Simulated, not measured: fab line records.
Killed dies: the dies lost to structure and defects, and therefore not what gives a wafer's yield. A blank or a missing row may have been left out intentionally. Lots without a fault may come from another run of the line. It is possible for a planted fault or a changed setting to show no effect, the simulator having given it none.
Check of tool commonality | flow berkeley-cmos170 | 45 wafers sampled across 15 lots

WHY IT WAS OPENED
3 of 15 lots carry a flag on the reading NWELL_NITRIDE_THK at UCB170_NWELL_THK_MEAS_05. Wafers without a fault read 223.5 nm, standard deviation 2.
Rule: a lot is flagged when every wafer of it that has a number lies more than 4 standard deviations from that mean, or none has a number. The rest of the lots are taken to be sound.

lot  | measured    | on            | NWELL_NITRIDE_THK (nm), wafer by wafer | flag
L659 | day 2 03:28 | film-metro-04 | 227.1 225.0 228.4                      |
L660 | day 2 15:58 | film-metro-02 | 448.3 449.4 449.7                      | FLAGGED
L661 | day 2 15:58 | film-metro-04 | 220.8 221.7 220.6                      |
L664 | day 3 07:11 | film-metro-01 | 222.8 222.0 223.1                      |
L666 | day 3 17:34 | film-metro-02 | 445.9 445.9 443.2                      | FLAGGED
L668 | day 4 12:58 | film-metro-04 | 447.8 446.8 447.0                      | FLAGGED
L671 | day 4 19:10 | film-metro-04 | 221.2 221.6 224.0                      |
L672 | day 5 05:43 | film-metro-04 | 225.2 225.8 222.7                      |
L675 | day 5 13:02 | film-metro-02 | 222.0 220.1 220.2                      |
L676 | day 6 00:01 | film-metro-01 | 224.1 223.2 223.7                      |
L677 | day 6 02:36 | film-metro-02 | 222.8 224.5 222.8                      |
L678 | day 6 11:16 | film-metro-02 | 226.4 225.2 226.5                      |
L680 | day 6 13:55 | film-metro-01 | 222.6 222.9 222.4                      |
L681 | day 6 22:01 | film-metro-01 | 223.5 222.5 221.9                      |
L682 | day 6 22:01 | film-metro-04 | 224.9 223.5 222.9                      |
On average the flagged lots read 447.1 nm, which is +223.6 nm against the usual, or +99 or more standard deviations.

LOT BY LOT: THE TOOL USED
The record keeps 1 process step preceding the reading, out of 331 steps on the route. In each cell: the tool, then ch and the chambers that the sampled wafers went through, then the start.
lot  | flag    | UCB170_NWELL_CVD_04
L659 |         | lpcvd-02 ch 0, day 2 01:31
L660 | FLAGGED | lpcvd-02 ch 1, day 2 11:26
L661 |         | lpcvd-02 ch 0, day 2 14:01
L664 |         | lpcvd-02 ch 0, day 3 05:15
L666 | FLAGGED | lpcvd-01 ch 0, day 3 12:26 and lpcvd-02 ch 0, day 3 15:37
L668 | FLAGGED | lpcvd-02 ch 0, day 4 08:55
L671 |         | lpcvd-01 ch 1, day 4 17:14
L672 |         | lpcvd-01 ch 1, day 5 02:49
L675 |         | lpcvd-01 ch 1, day 5 11:04
L676 |         | lpcvd-01 ch 1, day 5 21:07
L677 |         | lpcvd-02 ch 0, day 6 00:38
L678 |         | lpcvd-02 ch 1, day 6 09:20
L680 |         | lpcvd-02 ch 1, day 6 11:59
L681 |         | lpcvd-01 ch 0, day 6 19:07
L682 |         | lpcvd-01 ch 0, day 6 19:07
What the steps here do:
- UCB170_NWELL_CVD_04: deposits Si3N4 from SiH2Cl2/NH3, target thk 224 nm, time 3360 s.
- UCB170_NWELL_THK_MEAS_05

FLAGGED OVER TOTAL, TOOL BY TOOL (the gauges that took the reading come last)
step                     | tool          | lots run | flagged | share of the flagged lots | sound lots run after its first flagged lot
UCB170_NWELL_CVD_04      | lpcvd-01      | 7        | 1       | some                      | 6 (L671,L672,L675,L676,L681,L682)
UCB170_NWELL_CVD_04      | lpcvd-02      | 9        | 3       | all                       | 5 (L661,L664,L677,L678,L680)
UCB170_NWELL_THK_MEAS_05 | film-metro-01 | 4        | 0       | none                      | -
UCB170_NWELL_THK_MEAS_05 | film-metro-02 | 5        | 2       | some                      | 3 (L675,L677,L678)
UCB170_NWELL_THK_MEAS_05 | film-metro-04 | 6        | 1       | some                      | 3 (L671,L672,L682)

WHAT THE TABLE PERMITS
Rows of the table that ran each flagged lot: 1, that is lpcvd-02 at UCB170_NWELL_CVD_04.
- lpcvd-02 at UCB170_NWELL_CVD_04 ran 9 lots, 3 of them flagged. Lots that were sound ran on it after the first flagged one (L661, L664, L677, L678, L680); a persistent fault on the entire tool would not allow that.
Not one row of the table ran every flagged lot while running no sound lot after the first.

WHAT WAS PUT IN BY THE SIMULATOR
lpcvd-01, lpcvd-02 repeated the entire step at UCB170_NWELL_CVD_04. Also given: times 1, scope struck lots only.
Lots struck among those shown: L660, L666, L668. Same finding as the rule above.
